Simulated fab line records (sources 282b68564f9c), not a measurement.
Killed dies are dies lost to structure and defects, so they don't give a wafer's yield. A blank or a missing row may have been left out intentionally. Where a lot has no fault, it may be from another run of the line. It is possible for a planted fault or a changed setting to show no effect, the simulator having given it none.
Split-lot experiment :: flow rit_cmos :: 5 lots, 23 wafers read, on a route of 202 steps

== THE SPLIT ==
At RIT_ACTIVE_CVD_03 (deposits Si3N4 from SiH2Cl2/NH3, target thk 150 nm, time 1500 s), the setting time_s was moved away from the recipe's 1500 s on 15 of the 23 wafers read, by -3.9% to +12.3%. The other wafers ran this setting at the recipe's value.

There is no step in the file separating the split from the reading.

== THE READING ==
ACTIVE_NITRIDE_THK in nanometres, read at RIT_ACTIVE_THK_MEAS_04. On this fab line, fault-free wafers typically give 149.4 nm with a standard deviation of 1.2 nm.

wafer: L075.1
tool, chamber at the split: -, -
time_s as run, s: 1442
against the recipe: -3.9%
ACTIVE_NITRIDE_THK, nm: 142.1
against lot-mates on the recipe: no lot-mate on the recipe

wafer: L075.2
tool, chamber at the split: -, -
time_s as run, s: 1442
against the recipe: -3.9%
ACTIVE_NITRIDE_THK, nm: 142.8
against lot-mates on the recipe: no lot-mate on the recipe

wafer: L075.3
tool, chamber at the split: -, -
time_s as run, s: 1442
against the recipe: -3.9%
ACTIVE_NITRIDE_THK, nm: 142.5
against lot-mates on the recipe: no lot-mate on the recipe

wafer: L075.4
tool, chamber at the split: -, -
time_s as run, s: 1442
against the recipe: -3.9%
ACTIVE_NITRIDE_THK, nm: 143.7
against lot-mates on the recipe: no lot-mate on the recipe

wafer: L075.5
tool, chamber at the split: -, -
time_s as run, s: 1442
against the recipe: -3.9%
ACTIVE_NITRIDE_THK, nm: 143.5
against lot-mates on the recipe: no lot-mate on the recipe

wafer: L076.1
tool, chamber at the split: -, -
time_s as run, s: 1685
against the recipe: +12.3%
ACTIVE_NITRIDE_THK, nm: 168.9
against lot-mates on the recipe: no lot-mate on the recipe

wafer: L076.3
tool, chamber at the split: -, -
time_s as run, s: 1685
against the recipe: +12.3%
ACTIVE_NITRIDE_THK, nm: 168.1
against lot-mates on the recipe: no lot-mate on the recipe

wafer: L076.4
tool, chamber at the split: -, -
time_s as run, s: 1685
against the recipe: +12.3%
ACTIVE_NITRIDE_THK, nm: 168.3
against lot-mates on the recipe: no lot-mate on the recipe

wafer: L076.5
tool, chamber at the split: -, -
time_s as run, s: 1685
against the recipe: +12.3%
ACTIVE_NITRIDE_THK, nm: 169.1
against lot-mates on the recipe: no lot-mate on the recipe

wafer: L076.6
tool, chamber at the split: -, -
time_s as run, s: 1685
against the recipe: +12.3%
ACTIVE_NITRIDE_THK, nm: 167.9
against lot-mates on the recipe: no lot-mate on the recipe

wafer: L079.1
tool, chamber at the split: -, -
time_s as run, s: 1565
against the recipe: +4.3%
ACTIVE_NITRIDE_THK, nm: 156.4
against lot-mates on the recipe: no lot-mate on the recipe

wafer: L079.3
tool, chamber at the split: -, -
time_s as run, s: 1565
against the recipe: +4.3%
ACTIVE_NITRIDE_THK, nm: 154.7
against lot-mates on the recipe: no lot-mate on the recipe

wafer: L079.4
tool, chamber at the split: -, -
time_s as run, s: 1565
against the recipe: +4.3%
ACTIVE_NITRIDE_THK, nm: 156.0
against lot-mates on the recipe: no lot-mate on the recipe

wafer: L079.5
tool, chamber at the split: -, -
time_s as run, s: 1565
against the recipe: +4.3%
ACTIVE_NITRIDE_THK, nm: 154.1
against lot-mates on the recipe: no lot-mate on the recipe

wafer: L079.6
tool, chamber at the split: -, -
time_s as run, s: 1565
against the recipe: +4.3%
ACTIVE_NITRIDE_THK, nm: 155.7
against lot-mates on the recipe: no lot-mate on the recipe

wafer: L080.3
tool, chamber at the split: lpcvd-02, 0
time_s as run, s: 1500
against the recipe: recipe
ACTIVE_NITRIDE_THK, nm: 149.0
against lot-mates on the recipe: -

wafer: L080.4
tool, chamber at the split: lpcvd-02, 0
time_s as run, s: 1500
against the recipe: recipe
ACTIVE_NITRIDE_THK, nm: 150.3
against lot-mates on the recipe: -

wafer: L080.6
tool, chamber at the split: lpcvd-02, 0
time_s as run, s: 1500
against the recipe: recipe
ACTIVE_NITRIDE_THK, nm: 149.4
against lot-mates on the recipe: -

wafer: L083.1
tool, chamber at the split: -, -
time_s as run, s: 1500
against the recipe: recipe
ACTIVE_NITRIDE_THK, nm: 148.2
against lot-mates on the recipe: -

wafer: L083.3
tool, chamber at the split: -, -
time_s as run, s: 1500
against the recipe: recipe
ACTIVE_NITRIDE_THK, nm: 148.3
against lot-mates on the recipe: -

wafer: L083.4
tool, chamber at the split: -, -
time_s as run, s: 1500
against the recipe: recipe
ACTIVE_NITRIDE_THK, nm: 148.3
against lot-mates on the recipe: -

wafer: L083.5
tool, chamber at the split: -, -
time_s as run, s: 1500
against the recipe: recipe
ACTIVE_NITRIDE_THK, nm: 148.9
against lot-mates on the recipe: -

wafer: L083.6
tool, chamber at the split: -, -
time_s as run, s: 1500
against the recipe: recipe
ACTIVE_NITRIDE_THK, nm: 149.1
against lot-mates on the recipe: -

FIT RESULTS
A straight line over all 23 wafers: ACTIVE_NITRIDE_THK changes by +1.57 nm for each +1% of time_s; r = +1.00; the points scatter about the line by 0.71 nm.
Too few moved wafers have a lot-mate on the recipe to fit a line with each lot's own level taken away.

== THE WHOLE CHAIN: every reading that the file lists as answering this split, in the file's order ==
step: RIT_ACTIVE_CVD_03
what it does: deposits Si3N4 from SiH2Cl2/NH3, target thk 150 nm, time 1500 s
reading: Si3N4_of_ACTIVE_CVD_03.thk_nm (the simulator's own value, which no gauge read)
change (the file's fit): +1.58 nm for each +1% of the setting
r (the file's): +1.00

step: RIT_ACTIVE_THK_MEAS_04
what it does: 
reading: ACTIVE_NITRIDE_THK
change (the file's fit): +1.58 for each +1% of the setting
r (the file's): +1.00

step: RIT_ACTIVE_ETCH_13
what it does: etches Si3N4 in SF6, stops on SiO2, time 210 s, target depth 210 nm
reading: etch.depth_nm (the simulator's own value, which no gauge read)
change (the file's fit): +1.58 nm for each +1% of the setting
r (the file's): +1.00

step: RIT_ACTIVE_ETCH_13
what it does: etches Si3N4 in SF6, stops on SiO2, time 210 s, target depth 210 nm
reading: ACTIVE.feature_depth_nm (the simulator's own value, which no gauge read)
change (the file's fit): +1.53 nm for each +1% of the setting
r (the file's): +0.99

step: RIT_FOX1_OXIDATION_00
what it does: target thk 350.7 nm, ox time 1130 s
reading: Si3N4_of_ACTIVE_CVD_03.thk_nm (the simulator's own value, which no gauge read)
change (the file's fit): +1.66 nm for each +1% of the setting
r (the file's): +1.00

== THE FILE'S OWN FIT ==
ACTIVE_NITRIDE_THK changes by +1.58 nm for each +1% of time_s, r = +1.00.
